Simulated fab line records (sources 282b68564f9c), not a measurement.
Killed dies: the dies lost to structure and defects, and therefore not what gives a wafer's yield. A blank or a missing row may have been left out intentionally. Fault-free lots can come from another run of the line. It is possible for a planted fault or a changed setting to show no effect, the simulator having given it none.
Split-lot trial | flow rit cmos | 23 wafers read from 5 lots, route of 202 steps

ABOUT THE SPLIT
At RIT_CONTACT_DEVELOP_07 (develop time 120 s), the setting develop time s was moved away from the recipe's 120 s on 7 of the 23 wafers read, by -5.3% to +12.2%. The other wafers ran this setting at the recipe's value.

FROM THE SPLIT TO THE READING: what the file shows between them, 4 steps
- RIT_CONTACT_CD_MEAS_08: target cd 1000 nm
- RIT_CONTACT_HARDBAKE_10: time 60 s
- RIT_CONTACT_ETCH_11: etches SiO2 in CHF3/CF4/Ar, stops on TiSi2, target depth 480 nm, time 320 s
- RIT_CONTACT_STRIP_12: strips in O2, time 180 s

THE READING
At RIT_CONTACT_CD_MEAS_90: cd nm in nanometres, against a target cd of 1000 nm. Typical for fault-free wafers on this fab line: 1000.4 nm, with standard deviation 2.8 nm.

wafer  | tool, chamber at the split | develop time s as run, s | against the recipe | cd nm, nm | against lot-mates on the recipe
L077.1 | litho track-03, 0          | 120                      | recipe             | 1003.8    | -
L077.2 | litho track-03, 0          | 120                      | recipe             | 1003.2    | -
L077.3 | litho track-03, 0          | 113.6                    | -5.3%              | 1001.1    | -3.1
L077.5 | litho track-03, 0          | 120                      | recipe             | 1005.5    | -
L077.6 | litho track-03, 0          | 113.6                    | -5.3%              | 999.8     | -4.4
L079.1 | litho track-03, 0          | 120                      | recipe             | 1000.2    | -
L079.3 | litho track-03, 0          | 120                      | recipe             | 998.0     | -
L079.4 | litho track-03, 0          | 120                      | recipe             | 1000.5    | -
L081.1 | litho track-03, 0          | 134.6                    | +12.2%             | 1009.8    | +9.6
L081.2 | litho track-03, 0          | 120                      | recipe             | 1001.4    | -
L081.3 | litho track-03, 0          | 120                      | recipe             | 999.9     | -
L081.5 | litho track-03, 0          | 134.6                    | +12.2%             | 1007.9    | +7.7
L081.6 | litho track-03, 0          | 120                      | recipe             | 999.4     | -
L082.1 | litho track-02, 0          | 120                      | recipe             | 1000.9    | -
L082.2 | litho track-02, 0          | 120                      | recipe             | 999.1     | -
L082.3 | litho track-02, 0          | 120                      | recipe             | 1000.9    | -
L082.4 | litho track-02, 0          | 120                      | recipe             | 999.8     | -
L082.5 | litho track-02, 0          | 120                      | recipe             | 1000.1    | -
L085.1 | litho track-02, 0          | 114.4                    | -4.7%              | 993.1     | -2.4
L085.2 | litho track-02, 0          | 120                      | recipe             | 995.6     | -
L085.3 | litho track-02, 0          | 120                      | recipe             | 995.4     | -
L085.4 | litho track-02, 0          | 114.4                    | -4.7%              | 992.8     | -2.7
L085.6 | litho track-02, 0          | 114.4                    | -4.7%              | 992.4     | -3.1

THE FIT
A straight line over all 23 wafers: cd nm changes by +0.746 nm for each +1% of develop time s; r = +0.74; the points scatter about the line by 3 nm.
The same after taking each lot's own level away (the mean of its wafers on the recipe; 23 wafers): +0.688 nm for each +1%; r = +0.96; scatter 0.84 nm.
Per that fit: largest develop time s move, reading shift of 8.4 nm.
The span of the lots' own levels, 995.50 to 1004.17 nm, comes to 3.1 times the standard deviation stated above.
So the lot-to-lot level blurs the effect unless lot-mates are compared.
Check: with one of the wafers moved furthest among these (+12.2%) left out of the fit, the line predicts +7.7 nm for it against its lot-mates. It came out at +9.57 nm against them.

OTHER SPLITS APPLIED TO THESE WAFERS
Note: prior to the reading, these wafers also went through further splits. Each is held against what the fit with the lots' levels taken away leaves over:
other split on the same wafers | wafers away from the commonest value | r with cd nm (lot level and that fit taken away)
RIT_SPACER_CVD_03 time s       | 15                                   | +0.03
RIT_NSD_HARDBAKE_07 temp c     | 8                                    | +0.23
RIT_NSD_IMPLANT_08 dose cm2    | 7                                    | -0.22
RIT_SDANNEAL_CLEAN_01 time s   | 18                                   | +0.07
RIT_SILICIDE_SPUTTER_01 time s | 8                                    | +0.00

THE WHOLE CHAIN: every reading that the file lists as answering this split, in the file's order
step                   | what it does                                                                | reading                                                        | change (the file's fit)               | r (the file's)
RIT_CONTACT_CD_MEAS_08 | target cd 1000 nm                                                           | cd nm                                                          | +0.727 nm for each +1% of the setting | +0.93
RIT_CONTACT_ETCH_11    | etches SiO2 in CHF3/CF4/Ar, stops on TiSi2, target depth 480 nm, time 320 s | CONTACT.cd nm (the simulator's own value, which no gauge read) | +0.697 nm for each +1% of the setting | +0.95
RIT_CONTACT_CD_MEAS_90 | target cd 1000 nm                                                           | cd nm                                                          | +0.694 nm for each +1% of the setting | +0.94

FILE'S OWN FIT
cd nm changes by +0.694 nm for each +1% of develop time s, r = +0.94.
